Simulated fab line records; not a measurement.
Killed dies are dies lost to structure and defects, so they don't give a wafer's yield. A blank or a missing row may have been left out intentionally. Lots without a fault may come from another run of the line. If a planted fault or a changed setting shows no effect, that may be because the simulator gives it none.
Which of the tools did it?	flow berkeley-cmos170	7 lots with 21 wafers sampled at 2 steps, on a route of 331 steps

WHAT THE GAUGES SHOWED, per wafer
UCB170_ACTIVE_THK_MEAS_03.
lot	measured	on	ACTIVE_OXIDE_THK (nm)
L953	day 4 22:22	film-metro-02	26.7 26.5 26.5
L955	day 5 07:58	film-metro-02	26.1 26.0 26.2
L957	day 5 17:50	film-metro-04	26.0 26.2 26.4
L959	day 5 17:53	film-metro-04	25.7 25.7 25.7
L961	day 6 08:06	film-metro-02	26.2 26.1 26.0
L966	day 7 11:02	film-metro-03	20.6 20.5 20.6
L974	day 9 07:53	film-metro-03	27.3 27.0 27.4

WHAT TOOL EACH LOT RAN ON (gives the tool, then ch and the chambers of the sampled wafers, and finally the start)
lot	UCB170_ACTIVE_OXIDATION_02
L953	furnace-01 ch 0, day 4 21:00
L955	furnace-01 ch 0, day 5 06:36
L957	furnace-04 ch 0, day 5 16:29
L959	furnace-04 ch 0, day 5 16:29
L961	furnace-02 ch 0, day 6 06:44
L966	furnace-01 ch 0, day 7 09:41
L974	furnace-02 ch 0, day 9 06:32
- UCB170_ACTIVE_OXIDATION_02: target thk 26.4 nm, ox time 1260 s.

THE ANSWER, worked out from the rows above alone
Rule: the lots themselves supply what counts as usual. The widest of any qualifying gaps counts: lots, ordered by their means at a reading, are off when they make up no more than a third of the lots, leave a main group of 4 or more, and stand apart from it by 3 or more times the standard deviation of that group's means. The tables above print the reading to a certain number of digits; a main group whose means all agree to those digits is not used. Also off: a lot with no number at a reading for which 4 or more lots have one. All remaining lots with rows at the step are treated as sound.
Off: L966, seen at UCB170_ACTIVE_THK_MEAS_03 (ACTIVE_OXIDE_THK). The main group: mean 26.3 nm, standard deviation 0.48.
If a tool, at a process step before that reading, ran all the lots that are off and no sound lot after the first of them, it fits. Those tools and the gauges at UCB170_ACTIVE_THK_MEAS_03 are tried in the same way. One fits: UCB170_ACTIVE_OXIDATION_02 on furnace-01. A fault onset in the window from L955 (day 5 06:36, its last sound lot) to L966 (day 7 09:41, its first lot off) fits.

WHAT HAD BEEN PUT IN BY THE SIMULATOR
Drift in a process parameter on furnace-01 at UCB170_ACTIVE_OXIDATION_02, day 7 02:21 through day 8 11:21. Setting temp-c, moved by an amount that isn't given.
Struck lots among those shown: L966. Same finding as the rule above.
